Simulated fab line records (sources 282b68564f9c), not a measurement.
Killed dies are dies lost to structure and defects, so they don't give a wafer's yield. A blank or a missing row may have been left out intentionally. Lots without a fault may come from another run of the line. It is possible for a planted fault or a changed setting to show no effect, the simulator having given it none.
Which tool did it? || flow rit_cmos || 15 lots, 45 wafers sampled, at 3 steps of a route of 202

WHAT THE GAUGES READ, wafer by wafer
RIT_M1_CD_MEAS_90 targets a cd of 2600 nm.
{"lot": "L691", "measured": "day 4 01:31", "on": "cd_sem-02", "cd_nm (nm)": "2602.5 2597.9 2603.1"}
{"lot": "L692", "measured": "day 4 05:17", "on": "cd_sem-02", "cd_nm (nm)": "2599.8 2596.4 2597.6"}
{"lot": "L693", "measured": "day 4 13:02", "on": "cd_sem-01", "cd_nm (nm)": "2600.2 2601.1 2601.3"}
{"lot": "L694", "measured": "day 4 17:55", "on": "cd_sem-01", "cd_nm (nm)": "2598.0 2603.5 2597.9"}
{"lot": "L695", "measured": "day 4 19:52", "on": "cd_sem-02", "cd_nm (nm)": "2600.6 2601.6 2603.5"}
{"lot": "L696", "measured": "day 5 00:56", "on": "cd_sem-02", "cd_nm (nm)": "- - -"}
{"lot": "L697", "measured": "day 5 05:37", "on": "cd_sem-02", "cd_nm (nm)": "- - -"}
{"lot": "L698", "measured": "day 5 10:08", "on": "cd_sem-02", "cd_nm (nm)": "- - -"}
{"lot": "L702", "measured": "day 6 06:23", "on": "cd_sem-02", "cd_nm (nm)": "2600.1 2596.8 2599.9"}
{"lot": "L703", "measured": "day 6 12:01", "on": "cd_sem-02", "cd_nm (nm)": "2603.3 2602.1 2605.8"}
{"lot": "L704", "measured": "day 6 17:59", "on": "cd_sem-01", "cd_nm (nm)": "2596.4 2598.4 2597.5"}
{"lot": "L705", "measured": "day 6 20:54", "on": "cd_sem-02", "cd_nm (nm)": "2598.9 2603.7 2600.7"}
{"lot": "L707", "measured": "day 7 07:42", "on": "cd_sem-02", "cd_nm (nm)": "2605.1 2605.0 2603.1"}
{"lot": "L709", "measured": "day 7 17:01", "on": "cd_sem-02", "cd_nm (nm)": "2597.7 2594.9 2595.2"}
{"lot": "L711", "measured": "day 8 03:07", "on": "cd_sem-02", "cd_nm (nm)": "2599.0 2597.1 2596.7"}

RIT_M1_BOW_MEAS_16.
{"lot": "L691", "measured": "day 4 03:08", "on": "film_metro-03", "M1_BOW (um)": "8 20 11"}
{"lot": "L692", "measured": "day 4 06:54", "on": "film_metro-02", "M1_BOW (um)": "11 10 16"}
{"lot": "L693", "measured": "day 4 14:42", "on": "film_metro-02", "M1_BOW (um)": "10 22 17"}
{"lot": "L694", "measured": "day 4 19:32", "on": "film_metro-03", "M1_BOW (um)": "20 5 30"}
{"lot": "L695", "measured": "day 4 21:29", "on": "film_metro-03", "M1_BOW (um)": "14 13 11"}
{"lot": "L696", "measured": "day 5 02:33", "on": "film_metro-03", "M1_BOW (um)": "-4 -9 -1"}
{"lot": "L697", "measured": "day 5 07:14", "on": "film_metro-02", "M1_BOW (um)": "-1 2 -6"}
{"lot": "L698", "measured": "day 5 11:45", "on": "film_metro-02", "M1_BOW (um)": "7 -4 0"}
{"lot": "L702", "measured": "day 6 08:01", "on": "film_metro-03", "M1_BOW (um)": "9 18 14"}
{"lot": "L703", "measured": "day 6 13:38", "on": "film_metro-03", "M1_BOW (um)": "19 25 10"}
{"lot": "L704", "measured": "day 6 19:37", "on": "film_metro-03", "M1_BOW (um)": "24 16 22"}
{"lot": "L705", "measured": "day 6 22:57", "on": "film_metro-01", "M1_BOW (um)": "12 19 19"}
{"lot": "L707", "measured": "day 7 09:32", "on": "film_metro-01", "M1_BOW (um)": "27 23 17"}
{"lot": "L709", "measured": "day 7 19:33", "on": "film_metro-01", "M1_BOW (um)": "21 16 25"}
{"lot": "L711", "measured": "day 8 07:05", "on": "film_metro-02", "M1_BOW (um)": "21 20 26"}

EACH LOT AND THE TOOL THAT RAN IT (in order: tool; ch and the chambers of the sampled wafers; start)
{"lot": "L691", "RIT_M1_METAL_ETCH_12": "rie_metal-03 ch 0,1, day 4 00:59"}
{"lot": "L692", "RIT_M1_METAL_ETCH_12": "rie_metal-04 ch 0,1, day 4 04:45"}
{"lot": "L693", "RIT_M1_METAL_ETCH_12": "rie_metal-02 ch 0,1, day 4 12:30"}
{"lot": "L694", "RIT_M1_METAL_ETCH_12": "rie_metal-03 ch 0,1, day 4 17:23"}
{"lot": "L695", "RIT_M1_METAL_ETCH_12": "rie_metal-04 ch 0,1, day 4 19:20"}
{"lot": "L696", "RIT_M1_METAL_ETCH_12": "rie_metal-02 ch 0,1, day 5 00:25"}
{"lot": "L697", "RIT_M1_METAL_ETCH_12": "rie_metal-03 ch 0,1, day 5 05:05"}
{"lot": "L698", "RIT_M1_METAL_ETCH_12": "rie_metal-04 ch 0,1, day 5 09:36"}
{"lot": "L702", "RIT_M1_METAL_ETCH_12": "rie_metal-04 ch 0,1, day 6 05:50"}
{"lot": "L703", "RIT_M1_METAL_ETCH_12": "rie_metal-03 ch 0,1, day 6 11:15"}
{"lot": "L704", "RIT_M1_METAL_ETCH_12": "rie_metal-04 ch 0,1, day 6 17:16"}
{"lot": "L705", "RIT_M1_METAL_ETCH_12": "rie_metal-03 ch 0,1, day 6 20:10"}
{"lot": "L707", "RIT_M1_METAL_ETCH_12": "rie_metal-03 ch 0,1, day 7 07:11"}
{"lot": "L709", "RIT_M1_METAL_ETCH_12": "rie_metal-02 ch 0,1, day 7 16:30"}
{"lot": "L711", "RIT_M1_METAL_ETCH_12": "rie_metal-04 ch 1, day 8 02:37"}
- RIT_M1_METAL_ETCH_12: etches Al in Cl2/BCl3, stops on SiO2, time 165 s, target depth 600 nm.

AS READ BY THE TOOLS THEMSELVES (means over the sampled wafers that have a number; for cases with no such wafer, the mark the record gives instead)
RIT_M1_METAL_ETCH_12.
{"lot": "L691", "tool": "rie_metal-03", "bcl3_flow_sccm (sccm)": 49.93, "chamber_pressure_mTorr (mTorr)": 100.02, "drypump_motor_current_A (A)": 5.3, "he_backside_leak_sccm (sccm)": 3.2, "oes_product_au (a.u.)": 0.769, "throttle_valve_pct (%)": 8.10}
{"lot": "L692", "tool": "rie_metal-04", "bcl3_flow_sccm (sccm)": 50.07, "chamber_pressure_mTorr (mTorr)": 100.10, "drypump_motor_current_A (A)": 5.8, "he_backside_leak_sccm (sccm)": 3.6, "oes_product_au (a.u.)": 0.776, "throttle_valve_pct (%)": 8.30}
{"lot": "L693", "tool": "rie_metal-02", "bcl3_flow_sccm (sccm)": 50.06, "chamber_pressure_mTorr (mTorr)": 99.94, "drypump_motor_current_A (A)": 4.9, "he_backside_leak_sccm (sccm)": 3.2, "oes_product_au (a.u.)": 0.752, "throttle_valve_pct (%)": 8.40}
{"lot": "L694", "tool": "rie_metal-03", "bcl3_flow_sccm (sccm)": 49.91, "chamber_pressure_mTorr (mTorr)": 99.94, "drypump_motor_current_A (A)": 5.5, "he_backside_leak_sccm (sccm)": 3.5, "oes_product_au (a.u.)": 0.775, "throttle_valve_pct (%)": 8.16}
{"lot": "L695", "tool": "rie_metal-04", "bcl3_flow_sccm (sccm)": 49.89, "chamber_pressure_mTorr (mTorr)": 100.04, "drypump_motor_current_A (A)": 6.3, "he_backside_leak_sccm (sccm)": 3.8, "oes_product_au (a.u.)": 0.762, "throttle_valve_pct (%)": 8.32}
{"lot": "L696", "tool": "rie_metal-02", "bcl3_flow_sccm (sccm)": "-", "chamber_pressure_mTorr (mTorr)": "-", "drypump_motor_current_A (A)": "-", "he_backside_leak_sccm (sccm)": "-", "oes_product_au (a.u.)": "-", "throttle_valve_pct (%)": "-"}
{"lot": "L697", "tool": "rie_metal-03", "bcl3_flow_sccm (sccm)": "-", "chamber_pressure_mTorr (mTorr)": "-", "drypump_motor_current_A (A)": "-", "he_backside_leak_sccm (sccm)": "-", "oes_product_au (a.u.)": "-", "throttle_valve_pct (%)": "-"}
{"lot": "L698", "tool": "rie_metal-04", "bcl3_flow_sccm (sccm)": "-", "chamber_pressure_mTorr (mTorr)": "-", "drypump_motor_current_A (A)": "-", "he_backside_leak_sccm (sccm)": "-", "oes_product_au (a.u.)": "-", "throttle_valve_pct (%)": "-"}
{"lot": "L702", "tool": "rie_metal-04", "bcl3_flow_sccm (sccm)": 50.14, "chamber_pressure_mTorr (mTorr)": 100.05, "drypump_motor_current_A (A)": 5.8, "he_backside_leak_sccm (sccm)": 3.5, "oes_product_au (a.u.)": 0.776, "throttle_valve_pct (%)": 8.30}
{"lot": "L703", "tool": "rie_metal-03", "bcl3_flow_sccm (sccm)": 49.97, "chamber_pressure_mTorr (mTorr)": 100.01, "drypump_motor_current_A (A)": 5.5, "he_backside_leak_sccm (sccm)": 3.7, "oes_product_au (a.u.)": 0.770, "throttle_valve_pct (%)": 8.17}
{"lot": "L704", "tool": "rie_metal-04", "bcl3_flow_sccm (sccm)": 50.12, "chamber_pressure_mTorr (mTorr)": 99.98, "drypump_motor_current_A (A)": 6.2, "he_backside_leak_sccm (sccm)": 3.5, "oes_product_au (a.u.)": 0.754, "throttle_valve_pct (%)": 8.32}
{"lot": "L705", "tool": "rie_metal-03", "bcl3_flow_sccm (sccm)": 50.02, "chamber_pressure_mTorr (mTorr)": 100.05, "drypump_motor_current_A (A)": 5.3, "he_backside_leak_sccm (sccm)": 3.3, "oes_product_au (a.u.)": 0.768, "throttle_valve_pct (%)": 8.10}
{"lot": "L707", "tool": "rie_metal-03", "bcl3_flow_sccm (sccm)": 50.00, "chamber_pressure_mTorr (mTorr)": 99.95, "drypump_motor_current_A (A)": 5.3, "he_backside_leak_sccm (sccm)": 4.4, "oes_product_au (a.u.)": 0.755, "throttle_valve_pct (%)": 8.11}
{"lot": "L709", "tool": "rie_metal-02", "bcl3_flow_sccm (sccm)": 50.09, "chamber_pressure_mTorr (mTorr)": 99.96, "drypump_motor_current_A (A)": 4.9, "he_backside_leak_sccm (sccm)": 3.2, "oes_product_au (a.u.)": 0.786, "throttle_valve_pct (%)": 8.38}
{"lot": "L711", "tool": "rie_metal-04", "bcl3_flow_sccm (sccm)": 49.98, "chamber_pressure_mTorr (mTorr)": 100.09, "drypump_motor_current_A (A)": 5.4, "he_backside_leak_sccm (sccm)": 3.5, "oes_product_au (a.u.)": 0.776, "throttle_valve_pct (%)": 8.29}

THE ANSWER, worked out from the rows above alone
Rule: usual is defined by the lots themselves. The widest of any qualifying gaps counts: lots, ordered by their means at a reading, are off when they make up no more than a third of the lots, leave a main group of 4 or more, and stand apart from it by 3 or more times the standard deviation of that group's means. A main group is skipped when, at the precision printed for the reading in the tables above, its means are all equal. A lot without any number at a reading at which 4 lots or more have one is off too. Where the step has rows for the other lots, those lots are counted as sound. Order of review: gauges by route order, followed by the tools' own readings, for which a lot's mean as printed above is used. At the first step where some lot is off, the reading lying furthest off is the one used; lots without a number count as furthest.
Off: L696, L697, L698, at RIT_M1_CD_MEAS_90 (cd_nm). Without a number there: L696, L697, L698. For the main group the mean is 2600.1 nm and the standard deviation 2.5.
If a tool, at a process step before that reading, ran all the lots that are off and no sound lot after the first of them, it fits. The gauges at RIT_M1_CD_MEAS_90 aren't tried: what is off there is off at RIT_M1_BOW_MEAS_16 too, on other tools, and a gauge's error can't cause that. None of those tried fits.

WHAT THE SIMULATOR HAD PUT IN
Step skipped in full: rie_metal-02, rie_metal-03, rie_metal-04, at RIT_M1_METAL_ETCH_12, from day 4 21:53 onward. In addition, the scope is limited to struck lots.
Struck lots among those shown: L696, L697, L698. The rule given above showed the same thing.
